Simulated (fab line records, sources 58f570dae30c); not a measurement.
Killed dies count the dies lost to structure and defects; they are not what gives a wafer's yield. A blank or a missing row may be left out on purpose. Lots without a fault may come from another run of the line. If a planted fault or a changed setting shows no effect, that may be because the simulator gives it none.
Check of tool commonality + flow berkeley cmos170 + 15 lots, 45 wafers sampled

WHY IT WAS OPENED
At UCB170_M2_CD_MEAS_90 the reading cd nm is flagged on 3 of 15 lots. Wafers without a fault read 700.0 nm, standard deviation 2.9.
Rule: flag the lot when none of its wafers has a number, or when each of its wafers that has one lies beyond 4 standard deviations from that mean. The rest of the lots are taken to be sound.

| lot  | measured     | on        | cd nm (nm), wafer by wafer | flag    |
|------|--------------|-----------|----------------------------|---------|
| L891 | day 8 17:41  | cd sem-02 | 703.3 698.8 696.5          |         |
| L890 | day 8 20:46  | cd sem-02 | 703.3 697.1 696.8          |         |
| L892 | day 9 06:31  | cd sem-01 | 697.4 695.2 695.4          |         |
| L893 | day 9 06:47  | cd sem-01 | 700.1 700.4 700.5          |         |
| L895 | day 9 20:32  | cd sem-01 | 696.9 700.1 698.8          |         |
| L898 | day 10 03:57 | cd sem-02 | 699.8 702.5 698.7          |         |
| L896 | day 10 04:16 | cd sem-01 | 695.9 700.7 697.7          |         |
| L902 | day 11 06:35 | cd sem-01 | 699.9 699.0 702.6          |         |
| L903 | day 11 08:26 | cd sem-02 | 717.6 720.1 722.0          | FLAGGED |
| L905 | day 11 14:23 | cd sem-02 | 722.6 723.6 720.7          | FLAGGED |
| L908 | day 11 19:20 | cd sem-01 | 700.0 699.6 699.3          |         |
| L907 | day 11 21:22 | cd sem-02 | 719.0 718.8 719.2          | FLAGGED |
| L909 | day 12 04:11 | cd sem-02 | 701.3 696.2 698.8          |         |
| L910 | day 12 15:35 | cd sem-02 | 706.1 705.5 704.6          |         |
| L912 | day 12 17:14 | cd sem-02 | 704.7 701.8 702.8          |         |
On average the flagged lots' numbers are 720.4 nm, which is +20.4 nm against the usual, or +7 standard deviations.

EACH LOT AND THE TOOL IT RAN ON
Before the reading, the record contains 3 process steps out of a 331-step route. Read each cell as the tool, then ch plus the chambers that the sampled wafers visited, then the start.
| lot  | flag    | UCB170_M2_SPUTTER_01         | UCB170_M2_METAL_ETCH_18           | UCB170_M2_STRIP_19                   |
|------|---------|------------------------------|-----------------------------------|--------------------------------------|
| L891 |         | pvd sputter-02, day 8 14:58  | rie metal-01 ch 0,1, day 8 17:22  | plasma asher-02 ch 0,1, day 8 17:34  |
| L890 |         | pvd sputter-01, day 8 17:36  | rie metal-04 ch 0,1, day 8 20:27  | plasma asher-03 ch 0,1, day 8 20:38  |
| L892 |         | pvd sputter-03, day 9 03:18  | rie metal-01 ch 0,1, day 9 06:13  | plasma asher-02 ch 0,1, day 9 06:24  |
| L893 |         | pvd sputter-02, day 9 03:47  | rie metal-02 ch 0,1, day 9 06:29  | plasma asher-01 ch 0,1, day 9 06:41  |
| L895 |         | pvd sputter-03, day 9 17:21  | rie metal-01 ch 1, day 9 20:13    | plasma asher-02 ch 0,1, day 9 20:25  |
| L898 |         | pvd sputter-02, day 10 01:16 | rie metal-02 ch 0,1, day 10 03:40 | plasma asher-03 ch 0,1, day 10 03:51 |
| L896 |         | pvd sputter-01, day 10 01:23 | rie metal-01 ch 0,1, day 10 04:00 | plasma asher-03 ch 0,1, day 10 04:10 |
| L902 |         | pvd sputter-01, day 11 04:16 | rie metal-04 ch 0,1, day 11 06:18 | plasma asher-02 ch 0,1, day 11 06:29 |
| L903 | FLAGGED | pvd sputter-02, day 11 05:55 | rie metal-01 ch 0,1, day 11 08:07 | plasma asher-03 ch 1, day 11 08:19   |
| L905 | FLAGGED | pvd sputter-02, day 11 10:50 | rie metal-01 ch 0,1, day 11 14:06 | plasma asher-03 ch 0,1, day 11 14:15 |
| L908 |         | pvd sputter-01, day 11 16:04 | rie metal-02 ch 0, day 11 18:59   | plasma asher-02 ch 0,1, day 11 19:13 |
| L907 | FLAGGED | pvd sputter-02, day 11 17:50 | rie metal-01 ch 0,1, day 11 21:06 | plasma asher-02 ch 0,1, day 11 21:16 |
| L909 |         | pvd sputter-01, day 12 01:40 | rie metal-02 ch 0, day 12 03:43   | plasma asher-02 ch 0,1, day 12 04:05 |
| L910 |         | pvd sputter-03, day 12 13:04 | rie metal-04 ch 0, day 12 15:07   | plasma asher-03 ch 0, day 12 15:29   |
| L912 |         | pvd sputter-02, day 12 14:47 | rie metal-02 ch 0,1, day 12 16:56 | plasma asher-02 ch 0,1, day 12 17:07 |
These steps, and what they do:
- UCB170_M2_SPUTTER_01: material Al, target thk 900 nm, time 120 s.
- UCB170_M2_METAL_ETCH_18: etches Al in Cl2/BCl3, stops on SiO2, target depth 1170 nm, time 195 s.
- UCB170_M2_STRIP_19: strips in O2.
- UCB170_M2_CD_MEAS_90: target cd 700 nm.

FLAGGED OVER TOTAL, TOOL BY TOOL (the gauges that took the reading come last)
| step                    | tool            | lots run | flagged | share of the flagged lots | sound lots run after its first flagged lot |
|-------------------------|-----------------|----------|---------|---------------------------|--------------------------------------------|
| UCB170_M2_SPUTTER_01    | pvd sputter-01  | 5        | 0       | none                      | -                                          |
| UCB170_M2_SPUTTER_01    | pvd sputter-02  | 7        | 3       | all                       | 1 (L912)                                   |
| UCB170_M2_SPUTTER_01    | pvd sputter-03  | 3        | 0       | none                      | -                                          |
| UCB170_M2_METAL_ETCH_18 | rie metal-01    | 7        | 3       | all                       | 0                                          |
| UCB170_M2_METAL_ETCH_18 | rie metal-02    | 5        | 0       | none                      | -                                          |
| UCB170_M2_METAL_ETCH_18 | rie metal-04    | 3        | 0       | none                      | -                                          |
| UCB170_M2_STRIP_19      | plasma asher-01 | 1        | 0       | none                      | -                                          |
| UCB170_M2_STRIP_19      | plasma asher-02 | 8        | 1       | some                      | 2 (L909,L912)                              |
| UCB170_M2_STRIP_19      | plasma asher-03 | 6        | 2       | some                      | 1 (L910)                                   |
| UCB170_M2_CD_MEAS_90    | cd sem-01       | 6        | 0       | none                      | -                                          |
| UCB170_M2_CD_MEAS_90    | cd sem-02       | 9        | 3       | all                       | 3 (L909,L910,L912)                         |

WHAT THE TABLE PERMITS
Every flagged lot was run by 3 rows of the table: pvd sputter-02 at UCB170_M2_SPUTTER_01, rie metal-01 at UCB170_M2_METAL_ETCH_18 and cd sem-02 at UCB170_M2_CD_MEAS_90.
- pvd sputter-02 at UCB170_M2_SPUTTER_01: 3 of its 7 lots flagged. Sound lots ran on it after the first flagged one (L912), which a lasting fault on the whole tool wouldn't allow.
- rie metal-01 at UCB170_M2_METAL_ETCH_18: 3 of its 7 lots flagged. Last sound lot L896 at day 10 04:00, first flagged lot L903 at day 11 08:07; a fault beginning in between fits. Its own readings (oes product au, rf fwd power W) fall more than 4 standard deviations out on all wafers of the flagged lots.
- cd sem-02 at UCB170_M2_CD_MEAS_90: 3 of its 9 lots flagged. Sound lots ran on it after the first flagged one (L909, L910, L912), which a lasting fault on the whole tool wouldn't allow.
Just one tool remains: rie metal-01 at UCB170_M2_METAL_ETCH_18.

WHAT THE SIMULATOR PUT IN
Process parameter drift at UCB170_M2_METAL_ETCH_18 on rie metal-01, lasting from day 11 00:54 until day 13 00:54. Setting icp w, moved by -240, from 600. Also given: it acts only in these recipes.
Struck lots among those shown: L903, L905, L907. Same finding as the rule above.
